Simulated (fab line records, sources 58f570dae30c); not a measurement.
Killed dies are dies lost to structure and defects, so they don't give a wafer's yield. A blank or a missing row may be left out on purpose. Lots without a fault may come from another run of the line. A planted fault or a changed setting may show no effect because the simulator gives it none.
Problem report in the 8D (eight disciplines) form, filled by code | flow berkeley_cmos170 | the parts of the form that need people (team, actions taken, sign-off) are left out

1. THE PROBLEM
oes_product_au at UCB170_M1_METAL_ETCH_12 reads a mean of 0.895 a.u. on 6 wafers of 2 lots; wafers without a fault read 0.853 a.u. with a standard deviation of 0.0078. That is +5.3 standard deviations from the usual mean.
The step: etches Al in Cl2/BCl3, stops on PSG, target depth 780 nm, time 130 s.
First seen on wafer L529.3, day 10 13:52, on rie_metal-03. The record holds 18 wafers of 6 lots with a number at this step. Rule for "out", or "out of limits": more than 4 standard deviations from the usual mean. The other wafers with a number count as sound.

2. WHAT IT IS AND WHAT IT IS NOT
question                    | is                     | is not
which readings at this step | oes_product_au         | chamber_pressure_mTorr, drypump_motor_current_A, throttle_valve_pct
which lots                  | L529, L531             | L517, L519, L526, L536
which wafers of those lots  | all that have a number | -
read on which tools         | rie_metal-03           | rie_metal-04
when                        | from day 10 13:52      | up to then (6 sound wafers); but 6 sound wafers of L526, L536 came after

3. SUSPECTS, AND WHAT RULES EACH OUT
Counting: a tool at a process step up to the reading stays a suspect if it ran every lot that is out and no sound lot after the first of them.
- rie_diel-03 at UCB170_M1_ETCH_11 (etches BARC in N2/H2): ruled out as a lasting fault. Sound lots L536 ran on it after its first lot that is out, L529 (day 10 13:47).
- rie_metal-03 at UCB170_M1_METAL_ETCH_12 (etches Al in Cl2/BCl3, stops on PSG, target depth 780 nm, time 130 s): kept. It ran every lot that is out, first L529 (day 10 13:52), and no sound lot after that; its last sound lot up to then is L519 (day 8 11:46). Its own readings are out on those wafers: oes_product_au.
Left after counting: rie_metal-03 at UCB170_M1_METAL_ETCH_12.

4. THE CAUSE (what the simulator had put in)
Process parameter drift: rie_metal-03, from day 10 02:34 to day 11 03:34, at UCB170_M1_METAL_ETCH_12. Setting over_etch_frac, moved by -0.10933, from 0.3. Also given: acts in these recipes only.
Counting left only this tool.

5. THE CHAIN OF EFFECTS, in route order
Each row: a reading whose mean over the struck wafers that have a number lies more than 3 standard deviations from the usual. Only readings for which the record gives a usual standard deviation are gone through. hours: the time from each lot's start at the first step in this table that gives one to its start at this step, as a median over the lots. sigmas: the change in usual standard deviations.
hours | step                    | reading        | usual      | on struck wafers | change | sigmas
0     | UCB170_M1_METAL_ETCH_12 | oes_product_au | 0.853 a.u. | 0.895            | +0.042 | +5.3
The process steps in it:
- UCB170_M1_METAL_ETCH_12: etches Al in Cl2/BCl3, stops on PSG, target depth 780 nm, time 130 s.

6. WHAT WOULD HAVE CAUGHT IT SOONER
In this record the first reading out of limits was taken at day 10 13:52, 11 hours after the fault began at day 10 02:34.
